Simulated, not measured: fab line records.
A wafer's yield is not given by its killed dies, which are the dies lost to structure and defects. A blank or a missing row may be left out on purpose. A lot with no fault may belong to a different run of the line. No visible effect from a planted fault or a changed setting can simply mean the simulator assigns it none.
The same fault as seen by 2 desks / flow rit cmos / what lay behind the numbers comes last; until then each desk has only its own

AT THE METROLOGY DESK
Lot by lot, what the gauges showed, no matter which tool ran the lot: averages of those sampled wafers that carry a number. Any lot whose mean is over 4 standard deviations away from the usual mean is out of limits and marked OUT; that distance is given in the brackets.
Columns: A = ACTIVE_OXIDE_THK at RIT_ACTIVE_THK_MEAS_02, usual 47.3 nm; B = ACTIVE_NITRIDE_THK at RIT_ACTIVE_THK_MEAS_04, usual 149.7 nm; C = PWELL_OVL at RIT_PWELL_OVL_MEAS_06, usual -0.3 nm; D = NLDD_TW at RIT_NLDD_TW_MEAS_10, usual 2488; E = NLDD_RS at RIT_SDANNEAL_RS_MEAS_07, usual 150.8 ohm/sq
lot=L102; first seen here=day 1 19:38; A=46.7; B=149.0; C=1.7; D=2469; E=150.7
lot=L103; first seen here=day 2 00:46; A=47.0; B=148.6; C=0.8; D=2498; E=150.6
lot=L104; first seen here=day 2 03:59; A=47.5; B=149.6; C=-1.6; D=2470; E=150.7
lot=L106; first seen here=day 2 13:04; A=48.7; B=152.4; C=-0.9; D=2483; E=150.7
lot=L107; first seen here=day 2 18:37; A=48.7; B=151.1; C=0.8; D=2464; E=150.5
lot=L110; first seen here=day 3 12:07; A=45.7; B=151.5; C=0.2; D=2490; E=150.5
lot=L111; first seen here=day 3 14:28; A=47.3; B=150.5; C=0.1; D=2483; E=150.7
lot=L112; first seen here=day 3 19:04; A=46.6; B=148.7; C=-1.5; D=2488; E=150.0
lot=L114; first seen here=day 4 05:14; A=46.1; B=148.8; C=-2.7; D=2319 (-8.5) OUT; E=185.1 (+71) OUT
lot=L115; first seen here=day 4 10:04; A=46.7; B=149.0; C=-2.7; D=2366 (-6.1) OUT; E=183.7 (+68) OUT
lot=L121; first seen here=day 5 18:32; A=48.0; B=148.7; C=2.2; D=2523; E=150.9
lot=L122; first seen here=day 6 05:41; A=46.6; B=148.6; C=0.3; D=2489; E=150.5
lot=L123; first seen here=day 6 05:41; A=47.2; B=148.6; C=1.7; D=2528; E=149.6
lot=L124; first seen here=day 6 12:26; A=48.3; B=149.7; C=-0.8; D=2486; E=150.7
This desk's result: L114, L115 out of limits, first on L114 (NLDD_TW at RIT_NLDD_TW_MEAS_10), day 5 14:43. Within limits: L102, L103, L104, L106, L107, L110, L111, L112, L121, L122, L123, L124.

THE TOOL OWNER'S DESK: implanter-03
For each lot that ran on this tool, the mean over its sampled wafers that have a number, from the tool's own readings at RIT_NLDD_IMPLANT_08. Any lot whose mean is over 4 standard deviations away from the usual mean is out of limits and marked OUT; that distance is given in the brackets.
Columns: A = beam on s at RIT_NLDD_IMPLANT_08, usual 9.97 s; B = end station pressure torr at RIT_NLDD_IMPLANT_08, usual 6.3e-06 Torr
lot=L102; first seen here=day 3 07:10; A=10.01; B=6.4e-06
lot=L106; first seen here=day 4 00:03; A=9.97; B=6.2e-06
lot=L107; first seen here=day 4 03:05; A=10.05; B=6.2e-06
lot=L111; first seen here=day 5 01:05; A=9.76; B=6.2e-06
lot=L112; first seen here=day 5 10:44; A=9.80; B=6.2e-06
lot=L114; first seen here=day 5 14:24; A=9.81; B=6.1e-06
lot=L115; first seen here=day 6 04:05; A=10.02; B=6.3e-06
Finding of this desk: none of the 7 lots has anything out of limits.

TAKEN TOGETHER
At day 5 14:43 the metrology desk could have sounded an alarm, on L114, L115.
Nothing out of limits was seen by the tool owner's desk.
Tool owner's desk: L114, L115 on record, inside its limits.
RIT_NLDD_IMPLANT_08 was run on implanter-03 by each of the lots named.

WHAT WAS PUT IN BY THE SIMULATOR
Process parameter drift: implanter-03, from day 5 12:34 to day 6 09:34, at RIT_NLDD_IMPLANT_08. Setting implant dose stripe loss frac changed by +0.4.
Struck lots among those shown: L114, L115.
Delay in hours, fault start to first out-of-limits reading, per desk: metrology desk 2.
